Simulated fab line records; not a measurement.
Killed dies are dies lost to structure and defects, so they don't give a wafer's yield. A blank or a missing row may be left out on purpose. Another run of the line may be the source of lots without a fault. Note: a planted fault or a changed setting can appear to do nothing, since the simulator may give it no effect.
fab line records	flow rit_cmos
record: lots: 14	wafers: 42	last_day: 7
route steps=202 shown NLDD@109 NSD@139 SILICIDE@165 M1@202
lots with no fault: from the same line, run without faults
start_h: the number of hours between the record's first day and the start of the first shown wafer of the lot	wait_h: hours elapsed since this lot's preceding step	" identical to the entry in the row above	L1.1+2: one row covering several wafers at once	- no value present, or no start provided	* or withheld: withheld	< > ~ a bound
route shown NAME@n: names a module that has steps shown in the file, with the first one's number in the route	usual: the fault-free wafers' mean and standard deviation	same: alike in all rows	chamber/n: place in a boat	sites: readings site by site	_std_site: standard deviation of those values	_edge_site: mean of outer sites minus mean of inner sites	radius_mm: for every site, how far away it sits from the centre of the wafer	mask NAME#n: copy n	behind: the most recent tool/chamber to have shaped the wafer	hold: why the lot went on hold/how many hours it stayed there/how the hold came to an end	device: the n, p or np transistor that did not switch	end of line: at the end of the route, the tests of the same wafers	a step given without rows: its recipe and nothing more	killed: dies that structure and defects cost at the first sort, which is not the same as the wafer's yield	map: the dies of a wafer, with x for killed, . for not killed, _ for no die there
set.NAME: the setting that was run; set.NAME@STEP: the one run at that earlier step	model.NAME: the simulator's own value behind a step, which no gauge read
steps of the route over a sample of lots; a table a step, a row a wafer
services: when a tool's chamber went out of use (start_h, in hours from the record's first day, below 0 if earlier), for how many hours, and the reason
== steps ==
step: RIT_NLDD_OVL_MEAS_06
usual: NLDD_OVL: 0.1/1.7
lot.wafer	tool	chamber	start_h	wait_h	NLDD_OVL[nm]
L632.2	overlay-01	-	41.69	-	1.3
L632.4	"	-	"	"	2.0
L632.6	"	-	"	"	0.0
L633.2	overlay-02	-	48.31	-	-0.1
L633.3	"	-	"	"	-1.7
L633.5	"	-	"	"	2.0
L634.1	overlay-01	-	51.66	-	-2.3
L634.3	"	-	"	"	-0.7
L634.4	"	-	"	"	-0.4
L635.1	overlay-02	-	56.03	-	-2.8
L635.3	"	-	"	"	-1.2
L635.5	"	-	"	"	-3.5
L637.1	overlay-01	-	67.04	-	-2.8
L637.3	"	-	"	"	-0.5
L637.6	"	-	"	"	-1.4
L639.1	overlay-02	-	75.95	-	1.7
L639.4	"	-	"	"	1.1
L639.6	"	-	"	"	1.0
L642.1	overlay-02	-	91.36	-	-2.1
L642.2	"	-	"	"	-2.5
L642.3	"	-	"	"	-3.0
L643.1	overlay-01	-	97.24	-	-0.4
L643.2	"	-	"	"	0.3
L643.6	"	-	"	"	-0.5
L644.3	overlay-01	-	102.47	-	0.0
L644.5	"	-	"	"	1.3
L644.6	"	-	"	"	1.3
L649.2	overlay-01	-	127.20	-	2.8
L649.3	"	-	"	"	2.1
L649.5	"	-	"	"	1.5
L651.1	overlay-02	-	136.77	-	0.7
L651.2	"	-	"	"	0.0
L651.3	"	-	"	"	-0.4
L653.1	overlay-02	-	145.91	-	0.9
L653.3	"	-	"	"	-2.8
L653.5	"	-	"	"	0.4
L654.2	overlay-02	-	151.91	-	0.1
L654.3	"	-	"	"	-2.4
L654.5	"	-	"	"	-0.9
L655.1	overlay-01	-	155.70	-	1.3
L655.3	"	-	"	"	0.4
L655.5	"	-	"	"	1.9
step: RIT_NSD_IMPLANT_08
recipe: species: P	energy_kev: 25	dose_cm2: 1e+15	tilt_deg: 7
usual: beam_energy_keV: 25.000/0.0079	dose_ions_cm2: 9.999e+14/1.3e+12
same: implant_ion_amu: 31
lot.wafer	tool	chamber	start_h	wait_h	beam_energy_keV	dose_ions_cm2
L632.2	implanter-01	0	47.39	0.1	24.998	1.0019e+15
L632.4	"	0	"	"	24.990	1.0024e+15
L632.6	"	0	"	"	24.996	1.0014e+15
L633.2	implanter-01	0	54.31	0.1	25.000	1.0001e+15
L633.3	"	0	"	"	24.982	1.0006e+15
L633.5	"	0	"	"	24.996	1.0001e+15
L634.1	implanter-04	0	57.22	0.1	24.991	9.992e+14
L634.3	"	0	"	"	24.975	9.994e+14
L634.4	"	0	"	"	24.993	9.997e+14
L635.1	implanter-02	0	62.37	0.1	24.997	1e+15
L635.3	"	0	"	"	25.009	9.99e+14
L635.5	"	0	"	"	24.989	1e+15
L637.1	implanter-04	0	72.70	0.1	25.004	9.984e+14
L637.3	"	0	"	"	25.011	1.0013e+15
L637.6	"	0	"	"	25.000	1.0003e+15
L639.1	implanter-01	0	81.63	0.1	25.007	1.0001e+15
L639.4	"	0	"	"	24.994	9.995e+14
L639.6	"	0	"	"	25.000	9.999e+14
L642.1	implanter-02	0	97.14	0.1	24.998	9.99e+14
L642.2	"	0	"	"	25.003	1.0011e+15
L642.3	"	0	"	"	24.997	9.999e+14
L643.1	implanter-02	0	103.10	0.1	24.986	1.0013e+15
L643.2	"	0	"	"	24.991	1.0015e+15
L643.6	"	0	"	"	25.000	9.993e+14
L644.3	implanter-01	0	108.33	0.1	24.990	1.0003e+15
L644.5	"	0	"	"	24.988	1.0023e+15
L644.6	"	0	"	"	24.994	1.0021e+15
L649.2	implanter-01	0	133.11	0.1	17.505	1.0016e+15
L649.3	"	0	"	"	17.505	1.0013e+15
L649.5	"	0	"	"	17.499	1.0003e+15
L651.1	implanter-01	0	142.42	0.1	17.504	9.997e+14
L651.2	"	0	"	"	17.512	9.992e+14
L651.3	"	0	"	"	17.508	9.996e+14
L653.1	implanter-02	0	151.82	0.1	25.005	9.989e+14
L653.3	"	0	"	"	24.993	9.983e+14
L653.5	"	0	"	"	25.000	1e+15
L654.2	implanter-02	0	157.57	0.1	25.012	9.986e+14
L654.3	"	0	"	"	24.989	9.998e+14
L654.5	"	0	"	"	25.002	9.994e+14
L655.1	implanter-04	0	161.34	0.1	25.002	1.0001e+15
L655.3	"	0	"	"	24.995	9.999e+14
L655.5	"	0	"	"	25.000	1.0025e+15
step: RIT_NSD_STRIP_09
recipe: chemistry: O2	time_s: 180	resist: NOVOLAK	platen_temp_c: withheld	power_w: 500	pressure_mtorr: 4000	o2_flow_sccm: 4000
usual: drypump_motor_current_A: 5.6/0.39	o2_flow_sccm: 4001/11
same: time_s: 180
lot.wafer	tool	chamber	start_h	wait_h	drypump_motor_current_A	o2_flow_sccm	rf_hours_counter_h
L632.2	plasma_asher-04	1	47.52	0.1	4.9	4001	40
L632.4	"	0	"	"	5.7	4006	-
L632.6	"	1	"	"	4.9	4014	-
L633.2	plasma_asher-03	1	54.44	0.1	5.5	3987	40
L633.3	"	1	"	"	5.5	4001	-
L633.5	"	0	"	"	6.1	3985	-
L634.1	plasma_asher-03	1	57.37	0.1	5.5	4003	40
L634.3	"	0	"	"	6.0	3997	-
L634.4	"	1	"	"	5.5	4013	-
L635.1	plasma_asher-04	0	62.52	0.1	5.7	3985	42
L635.3	"	1	"	"	4.9	3994	-
L635.5	"	1	"	"	5.0	3987	-
L637.1	plasma_asher-04	0	72.85	0.1	5.7	4016	43
L637.3	"	1	"	"	5.0	3986	-
L637.6	"	1	"	"	5.0	3999	-
L639.1	plasma_asher-03	1	81.78	0.1	5.5	4017	43
L639.4	"	1	"	"	5.5	4002	-
L639.6	"	1	"	"	5.5	4014	-
L642.1	plasma_asher-04	1	97.29	0.1	4.9	3986	45
L642.2	"	0	"	"	5.7	4009	45
L642.3	"	0	"	"	5.7	3998	-
L643.1	plasma_asher-03	0	103.25	0.1	6.0	3981	45
L643.2	"	1	"	"	5.5	4002	45
L643.6	"	0	"	"	6.0	3992	-
L644.3	plasma_asher-02	0	108.49	0.1	5.9	4012	-
L644.5	"	1	"	"	5.7	4028	-
L644.6	"	0	"	"	5.9	4009	-
L649.2	plasma_asher-02	1	133.23	0.1	5.8	3998	36
L649.3	"	1	"	"	5.8	4007	-
L649.5	"	1	"	"	5.7	4011	-
L651.1	plasma_asher-03	0	142.57	0.1	6.0	3997	2
L651.2	"	1	"	"	5.5	4004	2
L651.3	"	1	"	"	5.5	4003	-
L653.1	plasma_asher-04	1	151.97	0.1	5.0	4004	51
L653.3	"	0	"	"	5.7	4006	-
L653.5	"	1	"	"	4.9	4007	-
L654.2	plasma_asher-03	0	157.70	0.1	6.0	3991	4
L654.3	"	0	"	"	6.1	4001	-
L654.5	"	0	"	"	6.1	4007	-
L655.1	plasma_asher-02	0	161.49	0.1	6.0	4000	40
L655.3	"	0	"	"	5.9	4006	-
L655.5	"	1	"	"	5.8	3989	-
step: RIT_NSD_TW_MEAS_10
usual: NSD_TW: 3101/27
lot.wafer	tool	chamber	start_h	wait_h	NSD_TW
L632.2	film_metro-04	-	47.70	0.1	3097
L632.4	"	-	"	"	3095
L632.6	"	-	"	"	3084
L633.2	film_metro-02	-	54.62	0.1	3093
L633.3	"	-	"	"	3085
L633.5	"	-	"	"	3091
L634.1	film_metro-02	-	57.54	0.1	3090
L634.3	"	-	"	"	3063
L634.4	"	-	"	"	3093
L635.1	film_metro-04	-	62.70	0.1	3101
L635.3	"	-	"	"	3083
L635.5	"	-	"	"	3108
L637.1	film_metro-02	-	73.02	0.1	3064
L637.3	"	-	"	"	3077
L637.6	"	-	"	"	3079
L639.1	film_metro-04	-	81.95	0.1	3114
L639.4	"	-	"	"	3111
L639.6	"	-	"	"	3118
L642.1	film_metro-04	-	97.46	0.1	3112
L642.2	"	-	"	"	3113
L642.3	"	-	"	"	3119
L643.1	film_metro-02	-	103.43	0.1	3059
L643.2	"	-	"	"	3066
L643.6	"	-	"	"	3077
L644.3	film_metro-02	-	108.62	0.1	3071
L644.5	"	-	"	"	3046
L644.6	"	-	"	"	3075
L649.2	film_metro-02	-	133.42	0.1	2796
L649.3	"	-	"	"	2788
L649.5	"	-	"	"	2805
L651.1	film_metro-03	-	142.74	0.1	2863
L651.2	"	-	"	"	2855
L651.3	"	-	"	"	2855
L653.1	film_metro-03	-	152.14	0.1	3122
L653.3	"	-	"	"	3122
L653.5	"	-	"	"	3125
L654.2	film_metro-02	-	157.88	0.1	3081
L654.3	"	-	"	"	3081
L654.5	"	-	"	"	3099
L655.1	film_metro-03	-	161.67	0.1	3132
L655.3	"	-	"	"	3126
L655.5	"	-	"	"	3118
step: RIT_SDANNEAL_RS_MEAS_05
recipe: thk_meas_gauge: four-point-probe
usual: NSD_RS: 84.53/0.27
lot.wafer	tool	chamber	start_h	wait_h	NSD_RS[ohm/sq]
L632.2	film_metro-02	-	49.90	0.1	84.23
L632.4	"	-	"	"	84.52
L632.6	"	-	"	"	84.58
L633.2	film_metro-03	-	56.98	0.1	84.83
L633.3	"	-	"	"	84.43
L633.5	"	-	"	"	84.64
L634.1	film_metro-04	-	59.57	0.1	84.43
L634.3	"	-	"	"	84.66
L634.4	"	-	"	"	84.65
L635.1	film_metro-04	-	64.74	0.1	84.78
L635.3	"	-	"	"	84.96
L635.5	"	-	"	"	84.98
L637.1	film_metro-04	-	75.05	0.1	84.21
L637.3	"	-	"	"	84.20
L637.6	"	-	"	"	84.25
L639.1	film_metro-04	-	84.00	0.1	84.48
L639.4	"	-	"	"	84.53
L639.6	"	-	"	"	84.90
L642.1	film_metro-02	-	99.61	0.1	84.24
L642.2	"	-	"	"	84.11
L642.3	"	-	"	"	84.24
L643.1	film_metro-04	-	105.63	0.1	84.66
L643.2	"	-	"	"	84.70
L643.6	"	-	"	"	84.52
L644.3	film_metro-04	-	110.82	0.1	84.53
L644.5	"	-	"	"	84.86
L644.6	"	-	"	"	84.52
L649.2	film_metro-03	-	135.46	0.1	87.61
L649.3	"	-	"	"	87.45
L649.5	"	-	"	"	87.48
L651.1	film_metro-02	-	144.90	0.1	87.22
L651.2	"	-	"	"	87.32
L651.3	"	-	"	"	87.54
L653.1	film_metro-02	-	154.29	0.1	84.73
L653.3	"	-	"	"	84.59
L653.5	"	-	"	"	84.38
L654.2	film_metro-02	-	159.92	0.1	84.89
L654.3	"	-	"	"	84.47
L654.5	"	-	"	"	84.72
L655.1	film_metro-02	-	163.85	0.1	84.88
L655.3	"	-	"	"	84.83
L655.5	"	-	"	"	84.91
step: RIT_SILICIDE_RTA_04
recipe: temp_c: 650	time_s: 10	idle_temp_c: 25	ramp_up_s: 5	ramp_down_s: 5	cool_to_c: 25	ambient: N2
usual: wafer_temp_C_max: 652.5/1.1
same: time_s: 10
lot.wafer	tool	chamber	start_h	wait_h	wafer_temp_C_max
L632.2	rtp_anneal-01	0	50.60	0.1	651.2
L632.4	"	0	"	"	652.0
L632.6	"	0	"	"	651.9
L633.2	rtp_anneal-02	0	57.67	0.1	652.5
L633.3	"	0	"	"	652.6
L633.5	"	0	"	"	653.9
L634.1	rtp_anneal-01	0	60.27	0.1	652.0
L634.3	"	0	"	"	652.2
L634.4	"	0	"	"	651.2
L635.1	rtp_anneal-02	0	65.44	0.1	653.5
L635.3	"	0	"	"	654.0
L635.5	"	0	"	"	654.0
L637.1	rtp_anneal-02	0	75.75	0.1	655.7
L637.3	"	0	"	"	654.4
L637.6	"	0	"	"	652.5
L639.1	rtp_anneal-02	0	84.70	0.1	651.9
L639.4	"	0	"	"	654.3
L639.6	"	0	"	"	652.6
L642.1	rtp_anneal-01	0	100.32	0.1	651.7
L642.2	"	0	"	"	651.8
L642.3	"	0	"	"	651.6
L643.1	rtp_anneal-02	0	106.33	0.1	653.1
L643.2	"	0	"	"	652.6
L643.6	"	0	"	"	653.4
L644.3	rtp_anneal-01	0	111.51	0.1	651.7
L644.5	"	0	"	"	651.7
L644.6	"	0	"	"	651.1
L649.2	rtp_anneal-02	0	136.15	0.1	653.4
L649.3	"	0	"	"	654.4
L649.5	"	0	"	"	653.6
L651.1	rtp_anneal-02	0	145.60	0.1	653.2
L651.2	"	0	"	"	652.6
L651.3	"	0	"	"	653.1
L653.1	rtp_anneal-02	0	155.00	0.1	653.1
L653.3	"	0	"	"	653.8
L653.5	"	0	"	"	652.9
L654.2	rtp_anneal-01	0	160.61	0.1	652.2
L654.3	"	0	"	"	651.5
L654.5	"	0	"	"	651.5
L655.1	rtp_anneal-02	0	164.55	0.1	652.8
L655.3	"	0	"	"	653.1
L655.5	"	0	"	"	652.3
step: RIT_M1_PROBE_99
usual: killed_at_M0_to_M3: 0.0/0.18	killed_at_contacts: 0.1/0.27	killed_at_front_end: 6.6/3	killed_dies: 7/3	killed_open: 3.3/2	killed_short: 3.4/2
same: gross_dies: 264	killed_at_M4_up: 0	killed_at_back_side: 0	killed_at_other: 0
lot.wafer	tool	chamber	start_h	wait_h	killed_at_M0_to_M3	killed_at_contacts	killed_at_front_end	killed_dies	killed_open	killed_short
L649.2	prober-01	-	143.49	0.1	0	1	12	13	9	4
L649.3	prober-01	-	143.54	0.2	0	0	5	5	3	2
L649.5	prober-01	-	143.64	0.2	0	0	3	3	1	2
L651.1	prober-01	-	153.56	0.1	0	0	3	3	0	3
L651.2	prober-01	-	153.61	0.1	0	0	7	7	3	4
L651.3	prober-01	-	153.66	0.2	0	0	8	8	4	4
L654.2	prober-01	-	167.08	0.1	0	0	4	4	0	4
L654.3	prober-01	-	167.13	0.2	0	0	5	5	2	3
L654.5	prober-01	-	167.23	0.2	0	0	6	6	5	1
killed by level:class
L649.2 GATE:geometric_particle:open=5 GATE:geometric_particle:short=3 FOX1:geometric_particle:open=1 REOX:geometric_particle:open=1 SPACER:geometric_particle:open=1 SPACER:geometric_particle:short=1 CONTACT:geometric_particle:open=1
L649.3 GATE:geometric_particle:open=2 FOX1:geometric_particle:open=1 FOX2:geometric_particle:short=1 SILICIDE:geometric_particle:short=1
L649.5 FOX2:geometric_particle:open=1 GATE:geometric_particle:short=1 REOX:geometric_particle:short=1
L651.1 FOX1:geometric_particle:short=1 GATE:geometric_particle:short=1 REOX:geometric_particle:short=1
L651.2 SPACER:geometric_particle:short=2 FOX1:geometric_particle:open=1 GATE:geometric_particle:open=1 GATE:geometric_particle:short=1 REOX:geometric_particle:open=1 REOX:geometric_particle:short=1
L651.3 GATE:geometric_particle:short=2 SPACER:geometric_particle:open=2 FOX1:geometric_particle:open=1 REOX:geometric_particle:open=1 REOX:geometric_particle:short=1 SPACER:geometric_particle:short=1
L654.2 SPACER:geometric_particle:short=2 GATE:geometric_particle:short=1 SILICIDE:geometric_particle:short=1
L654.3 GATE:geometric_particle:short=2 GATE:geometric_particle:open=1 REOX:geometric_particle:open=1 SPACER:geometric_particle:short=1
L654.5 SPACER:geometric_particle:open=2 FOX1:geometric_particle:open=1 FOX2:geometric_particle:open=1 GATE:geometric_particle:open=1 GATE:geometric_particle:short=1
== services ==
tool	chamber	start_h	hours	kind
implanter-02	-	43.95	1.9	repair
plasma_asher-03	-	108.75	9.0	pm
plasma_asher-03	0	108.75	9.0	vent_cycle
plasma_asher-03	1	108.75	9.0	vent_cycle
plasma_asher-03	0	117.75	-	clean
plasma_asher-03	1	117.75	-	clean
implanter-04	-	124.61	4.3	pm
plasma_asher-03	-	153.41	2.8	pm
== key ==
first_sign: step: RIT_NSD_IMPLANT_08	reading: beam_energy_keV	direction: down	sigmas: 99+	usual: 25.000	struck: 17.505
effect: step: RIT_NSD_TW_MEAS_10	reading: NSD_TW	direction: down	sigmas: 10	usual: 3101	struck: 2827
effect: step: RIT_SDANNEAL_RS_MEAS_05	reading: NSD_RS	direction: up	sigmas: 11	usual: 84.53	struck: 87.44
met_at RIT_NSD_IMPLANT_08
struck_lots L649,L651
tester_left_out L649,L651
not_acting_at RIT_NLDD_OVL_MEAS_06,RIT_NSD_STRIP_09,RIT_SILICIDE_RTA_04
onset_between 108.33 133.11
earlier_fault: kind: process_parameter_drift	tool: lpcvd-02	chamber: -	onset_h: 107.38	steps: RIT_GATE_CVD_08	channel: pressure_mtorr	offset: 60	shape: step	end_h: 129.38	acts_in: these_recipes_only	stated: 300
fault: kind: process_parameter_drift	tool: implanter-01	chamber: -	onset_h: 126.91	steps: RIT_NSD_IMPLANT_08	channel: energy_kev	offset: -7.5	shape: step	end_h: 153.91	acts_in: these_recipes_only	stated: 25
tester_left_out: of these lots the tester's yield and bins aren't shown, on N5 and GAA mostly nor the transistor test; their killed dies are dies lost to structure and defects alone, not to doping, threshold or leakage, so they don't give the yield
